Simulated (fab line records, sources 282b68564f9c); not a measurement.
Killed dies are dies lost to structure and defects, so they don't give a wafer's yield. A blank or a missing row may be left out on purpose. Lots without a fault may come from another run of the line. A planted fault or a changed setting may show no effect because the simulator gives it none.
fab line records | flow rit_cmos
record lots=14 wafers=42 last_day=7
route steps=202 shown PSD@151 M1@202
lots that met no fault: from a run of the same line without faults
start_h: hours from the record's first day to the start of the lot's first wafer shown | wait_h: hours since the lot's step before | " the same as in the row above | L1.1+2: a row that stands for several wafers | - no value, or no start given | * or withheld: withheld | < > ~ a bound
route shown NAME@n: a module of which the file shows steps, and the number in the route of the first | usual: mean/standard deviation of fault-free wafers | same: alike in all rows | chamber/n: place in a boat | sites: the reading at each site | _std_site: their standard deviation | _edge_site: outer sites' mean less inner sites' | radius_mm: how far each site lies from the wafer's centre | mask NAME#n: copy n | behind: the tool/chamber that last shaped the wafer | hold: why the lot was held/for how many hours/how that ended | device: the transistor (n, p or np) that didn't switch | end of line: the same wafers' tests at the end of the route | a step without rows: its recipe alone | killed: dies lost to structure and defects at the first sort, not the wafer's yield | map: a wafer's dies, x killed, . not, _ none there
set.NAME: the setting as run; set.NAME@STEP: as run at that earlier step | model.NAME: the simulator's own value behind a step, which no gauge read
steps of the route over a sample of lots; a table a step, a row a wafer
services: from which hour (start_h, from the record's first day; less than 0 if before it) a tool's chamber was out of use, for how many hours, and why
## steps
# step RIT_PSD_STRIP_09
# recipe chemistry=O2 time_s=180 resist=NOVOLAK platen_temp_c=withheld power_w=500 pressure_mtorr=4000 o2_flow_sccm=4000
# usual drypump_motor_current_A=5.4/0.44
# columns lot.wafer tool chamber start_h wait_h drypump_motor_current_A rf_hours_counter_h
L439.1 plasma_asher-01 0 54.65 0.1 4.8 26
L439.2 " 1 " " 5.8 26
L439.4 " 0 " " 4.8 -
L440.2 plasma_asher-03 1 63.99 0.1 5.8 43
L440.3 " 0 " " 4.8 -
L440.5 " 1 " " 5.8 -
L443.1 plasma_asher-03 1 77.34 0.1 5.7 44
L443.2 " 0 " " 4.8 44
L443.5 " 0 " " 4.8 -
L444.1 plasma_asher-02 0 80.42 0.1 5.3 45
L444.3 " 1 " " 5.7 -
L444.5 " 1 " " 5.7 -
L445.2 plasma_asher-02 1 84.59 0.1 5.7 45
L445.5 " 1 " " 5.7 -
L445.6 " 0 " " 5.3 -
L446.1 plasma_asher-01 1 91.02 0.1 5.9 29
L446.4 " 1 " " 5.9 -
L446.5 " 0 " " 4.8 -
L447.3 plasma_asher-02 0 94.06 0.1 5.3 -
L447.4 " 1 " " 5.7 -
L447.6 " 1 " " 5.8 -
L449.3 plasma_asher-02 0 107.69 0.1 5.3 -
L449.5 " 1 " " 5.7 -
L449.6 " 0 " " 5.3 -
L450.2 plasma_asher-01 1 111.79 0.1 5.9 31
L450.5 " 1 " " 5.8 -
L450.6 " 0 " " 4.8 -
L455.3 plasma_asher-01 0 132.79 0.1 4.8 -
L455.4 " 1 " " 5.9 -
L455.5 " 1 " " 5.9 -
L456.1 plasma_asher-03 1 144.46 0.1 5.7 52
L456.2 " 0 " " 4.8 52
L456.3 " 1 " " 5.7 -
L457.1 plasma_asher-03 1 145.94 0.1 5.7 52
L457.3 " 1 " " 5.7 -
L457.6 " 0 " " 4.8 -
L460.2 plasma_asher-02 1 159.81 0.1 5.7 53
L460.3 " 0 " " 5.3 -
L460.6 " 0 " " 5.3 -
L461.2 plasma_asher-02 0 165.05 0.1 5.3 54
L461.4 " 0 " " 5.3 -
L461.6 " 1 " " 5.7 -
# step RIT_M1_PROBE_99
# usual killed_at_contacts=0.1/0.31 killed_at_front_end=7/3.2 killed_dies=7/3.2 killed_on_rim=1.8/1.3 killed_open=3.6/2.1 killed_short=3.5/2.1
# same gross_dies=264 killed_at_M0_to_M3=0 killed_at_M4_up=0 killed_at_back_side=0 killed_at_other=0
# columns lot.wafer tool chamber start_h wait_h hold killed_at_contacts killed_at_front_end killed_dies killed_on_rim killed_open killed_short
L439.1 prober-02 - 63.67 0.1 - 0 1 1 0 0 1
L439.2 prober-02 - 63.72 0.1 - 0 6 6 2 2 4
L439.4 prober-02 - 63.82 0.2 - 0 4 4 0 3 1
L440.2 prober-01 - 73.72 0.1 - 0 14 14 2 3 9
L440.3 prober-01 - 73.77 0.2 - 0 12 12 3 8 4
L440.5 prober-01 - 73.87 0.2 - 0 11 11 3 6 4
L443.1 prober-01 - 85.74 0.1 - 0 6 6 2 3 3
L443.2 prober-01 - 85.79 0.1 - 0 7 7 3 4 3
L443.5 prober-01 - 85.94 0.2 - 0 5 5 2 3 2
L444.1 prober-02 - 88.82 0.1 - 0 6 6 2 2 4
L444.3 prober-02 - 88.92 0.2 - 0 3 3 1 1 2
L444.5 prober-02 - 89.02 0.2 - 0 3 3 1 2 1
L445.2 prober-01 - 92.93 0.1 - 0 9 9 4 5 4
L445.5 prober-01 - 93.08 0.2 - 0 7 7 1 4 3
L445.6 prober-01 - 93.13 0.2 - 0 5 5 2 2 3
L446.1 prober-02 - 99.54 0.1 - 0 7 7 2 4 3
L446.4 prober-02 - 99.69 0.2 - 0 5 5 1 5 0
L446.5 prober-02 - 99.74 0.2 - 0 20 20 3 11 9
L447.3 prober-01 - 103.14 0.2 await_dispo/2.1h/release 0 41 41 0 1 2
L447.4 prober-01 - 103.19 0.2 await_dispo/2.1h/release 0 35 35 10 6 2
L447.6 prober-01 - 103.29 0.2 await_dispo/2.1h/release 0 35 35 11 3 2
L449.3 prober-01 - 115.79 0.2 await_dispo/4.7h/release 0 45 45 0 3 2
L449.5 prober-01 - 115.89 0.2 await_dispo/4.7h/release 0 38 38 13 5 1
L449.6 prober-01 - 115.94 0.2 await_dispo/4.7h/release 0 44 44 1 2 2
L450.2 prober-02 - 120.14 0.1 - 0 10 10 2 5 5
L450.5 prober-02 - 120.29 0.2 - 0 5 5 1 3 2
L450.6 prober-02 - 120.34 0.2 - 0 6 6 1 3 3
L455.3 prober-01 - 140.92 0.2 - 0 6 6 1 4 2
L455.4 prober-01 - 140.97 0.2 - 0 6 6 2 5 1
L455.5 prober-01 - 141.02 0.2 - 0 7 7 1 3 4
L456.1 prober-02 - 153.58 0.1 - 0 5 5 2 1 4
L456.2 prober-02 - 153.63 0.1 - 0 8 8 0 3 5
L456.3 prober-02 - 153.68 0.2 - 0 9 9 1 4 5
L457.1 prober-01 - 154.89 0.1 - 0 9 9 4 6 3
L457.3 prober-01 - 154.99 0.2 - 0 7 7 2 3 4
L457.6 prober-01 - 155.14 0.2 - 0 9 9 1 5 4
L460.2 prober-02 - 167.92 0.1 - 0 4 4 0 2 2
L460.3 prober-02 - 167.97 0.2 - 1 6 7 1 4 3
L460.6 prober-02 - 168.12 0.2 - 0 4 4 1 2 2
L461.2 prober-01 - 173.05 0.1 - 1 8 9 2 6 3
L461.4 prober-01 - 173.15 0.2 - 0 12 12 4 8 4
L461.6 prober-01 - 173.25 0.2 - 0 10 10 4 4 5
# killed by level:class
L439.1 SILICIDE:geometric_particle:short=1
L439.2 GATE:geometric_particle:short=3 FOX1:geometric_particle:short=1 FOX2:geometric_particle:open=1 SILICIDE:geometric_particle:open=1
L439.4 FOX2:geometric_particle:open=1 GATE:geometric_particle:open=1 GATE:geometric_particle:short=1 REOX:geometric_particle:open=1
L440.2 GATE:geometric_particle:short=3 FOX1:geometric_particle:short=2 FOX2:geometric_particle:open=2 FOX2:geometric_particle:short=2 REOX:geometric_particle:short=2 PLDD:coat_microbubble_printed=2 GATE:geometric_particle:open=1
L440.3 GATE:geometric_particle:open=6 GATE:geometric_particle:short=2 FOX1:geometric_particle:open=1 FOX2:geometric_particle:open=1 SPACER:geometric_particle:short=1 SILICIDE:geometric_particle:short=1
L440.5 GATE:geometric_particle:open=4 REOX:geometric_particle:short=2 SILICIDE:geometric_particle:open=2 FOX1:geometric_particle:short=1 FOX2:geometric_particle:short=1 PLDD:coat_microbubble_printed=1
L443.1 GATE:geometric_particle:open=2 REOX:geometric_particle:short=1 SPACER:geometric_particle:short=1 SILICIDE:geometric_particle:open=1 SILICIDE:geometric_particle:short=1
L443.2 GATE:geometric_particle:open=2 SPACER:geometric_particle:open=2 GATE:geometric_particle:short=1 REOX:geometric_particle:short=1 SPACER:geometric_particle:short=1
L443.5 FOX1:geometric_particle:open=1 FOX2:geometric_particle:open=1 GATE:geometric_particle:open=1 GATE:geometric_particle:short=1 SPACER:geometric_particle:short=1
L444.1 GATE:geometric_particle:short=2 SILICIDE:geometric_particle:short=2 SPACER:geometric_particle:open=1 SILICIDE:geometric_particle:open=1
L444.3 FOX1:geometric_particle:short=1 GATE:geometric_particle:short=1 SPACER:geometric_particle:open=1
L444.5 FOX1:geometric_particle:short=1 GATE:geometric_particle:open=1 REOX:geometric_particle:open=1
L445.2 GATE:geometric_particle:open=2 SILICIDE:geometric_particle:open=2 FOX1:geometric_particle:open=1 FOX2:geometric_particle:short=1 GATE:geometric_particle:short=1 REOX:geometric_particle:short=1 SPACER:geometric_particle:short=1
L445.5 GATE:geometric_particle:open=3 REOX:geometric_particle:short=2 GATE:geometric_particle:short=1 REOX:geometric_particle:open=1
L445.6 REOX:geometric_particle:short=2 GATE:geometric_particle:open=1 REOX:geometric_particle:open=1 SILICIDE:geometric_particle:short=1
L446.1 GATE:geometric_particle:open=3 SPACER:geometric_particle:short=2 FOX2:geometric_particle:short=1 REOX:geometric_particle:open=1
L446.4 SPACER:geometric_particle:open=4 REOX:geometric_particle:open=1
L446.5 FOX2:geometric_particle:open=4 GATE:geometric_particle:short=4 GATE:geometric_particle:open=3 SPACER:geometric_particle:short=3 SPACER:geometric_particle:open=2 SILICIDE:geometric_particle:open=2 FOX2:geometric_particle:short=1 REOX:geometric_particle:short=1
L447.3 PSD:unspecified=38 FOX1:geometric_particle:open=1 GATE:geometric_particle:short=1 REOX:geometric_particle:short=1
L447.4 PSD:unspecified=27 GATE:geometric_particle:open=4 REOX:geometric_particle:short=2 FOX2:geometric_particle:open=1 REOX:geometric_particle:open=1
L447.6 PSD:unspecified=30 REOX:geometric_particle:open=3 GATE:geometric_particle:short=1 REOX:geometric_particle:short=1
L449.3 PSD:unspecified=40 FOX1:geometric_particle:open=2 FOX1:geometric_particle:short=1 GATE:geometric_particle:short=1 REOX:geometric_particle:open=1
L449.5 PSD:unspecified=32 GATE:geometric_particle:open=2 REOX:geometric_particle:open=2 GATE:geometric_particle:short=1 SPACER:geometric_particle:open=1
L449.6 PSD:unspecified=40 FOX1:geometric_particle:open=1 GATE:geometric_particle:open=1 GATE:geometric_particle:short=1 SPACER:geometric_particle:short=1
L450.2 GATE:geometric_particle:short=2 ACTIVE:geometric_particle:short=1 FOX1:geometric_particle:open=1 FOX2:geometric_particle:open=1 GATE:geometric_particle:open=1 REOX:geometric_particle:open=1 SPACER:geometric_particle:open=1 SPACER:geometric_particle:short=1
L450.5 FOX1:geometric_particle:short=1 FOX1:geometric_particle:open=1 REOX:geometric_particle:open=1 SPACER:geometric_particle:open=1 SILICIDE:geometric_particle:short=1
L450.6 SILICIDE:geometric_particle:short=2 GATE:geometric_particle:short=1 GATE:geometric_particle:open=1 REOX:geometric_particle:open=1 SILICIDE:geometric_particle:open=1
L455.3 GATE:geometric_particle:open=2 FOX1:geometric_particle:open=1 GATE:geometric_particle:short=1 SILICIDE:geometric_particle:short=1 SILICIDE:geometric_particle:open=1
L455.4 GATE:geometric_particle:open=4 FOX1:geometric_particle:short=1 FOX1:geometric_particle:open=1
L455.5 FOX1:geometric_particle:open=2 FOX1:geometric_particle:short=2 FOX2:geometric_particle:short=1 GATE:geometric_particle:short=1 SPACER:geometric_particle:open=1
L456.1 FOX1:geometric_particle:short=1 FOX2:geometric_particle:short=1 REOX:geometric_particle:open=1 REOX:geometric_particle:short=1 SPACER:geometric_particle:short=1
L456.2 GATE:geometric_particle:short=2 GATE:geometric_particle:open=2 REOX:geometric_particle:short=2 REOX:geometric_particle:open=1 SPACER:geometric_particle:short=1
L456.3 GATE:geometric_particle:short=2 REOX:geometric_particle:open=2 FOX1:geometric_particle:open=1 REOX:geometric_particle:short=1 FOX2:geometric_particle:short=1 GATE:geometric_particle:open=1 SILICIDE:geometric_particle:short=1
L457.1 FOX1:geometric_particle:short=2 GATE:geometric_particle:open=2 FOX1:geometric_particle:open=1 FOX2:geometric_particle:open=1 REOX:geometric_particle:open=1 SPACER:geometric_particle:short=1 SILICIDE:geometric_particle:open=1
L457.3 FOX2:geometric_particle:open=2 GATE:geometric_particle:short=2 FOX1:geometric_particle:short=1 SILICIDE:geometric_particle:open=1 SILICIDE:geometric_particle:short=1
L457.6 SPACER:geometric_particle:open=2 FOX2:geometric_particle:short=1 FOX1:geometric_particle:short=1 GATE:geometric_particle:short=1 GATE:geometric_particle:open=1 REOX:geometric_particle:open=1 SPACER:geometric_particle:short=1 SILICIDE:geometric_particle:open=1
L460.2 FOX1:geometric_particle:short=2 FOX2:geometric_particle:open=2
L460.3 GATE:geometric_particle:open=2 GATE:geometric_particle:short=2 REOX:geometric_particle:open=1 SPACER:geometric_particle:short=1 CONTACT:geometric_particle:open=1
L460.6 REOX:geometric_particle:short=2 REOX:geometric_particle:open=2
L461.2 GATE:geometric_particle:open=3 FOX2:geometric_particle:short=1 GATE:geometric_particle:short=1 REOX:geometric_particle:open=1 SPACER:geometric_particle:open=1 SILICIDE:geometric_particle:open=1 CONTACT:geometric_particle:short=1
L461.4 GATE:geometric_particle:open=4 FOX2:geometric_particle:open=3 ACTIVE:geometric_particle:short=1 GATE:geometric_particle:short=1 REOX:geometric_particle:short=1 SPACER:geometric_particle:short=1 SPACER:geometric_particle:open=1
L461.6 GATE:geometric_particle:short=3 SILICIDE:geometric_particle:open=2 GATE:geometric_particle:open=1 REOX:geometric_particle:short=1 SPACER:geometric_particle:open=1 SILICIDE:geometric_particle:short=1 PSD:coat_microbubble_printed=1
## services
# columns tool chamber start_h hours kind
plasma_asher-01 - 70.32 15.6 pm
plasma_asher-02 - 122.05 2.1 repair
## key
first_sign step=RIT_M1_PROBE_99 reading=killed_at_front_end direction=up sigmas=10 usual=7 struck=40
effect step=RIT_M1_PROBE_99 reading=killed_dies direction=up sigmas=10 usual=7 struck=40
met_at RIT_PSD_STRIP_09
struck_lots L447,L449
tester_left_out L447,L449
onset_between 84.59 94.06
fault kind=chamber_particle_source tool=plasma_asher-02 chamber=- onset_h=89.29 steps=RIT_PSD_STRIP_09 rate_per_visit_cm2=1.6056 end_h=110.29
# tester_left_out: of these lots the tester's yield and bins aren't shown, on N5 and GAA mostly nor the transistor test; their killed dies are dies lost to structure and defects alone, not to doping, threshold or leakage, so they don't give the yield
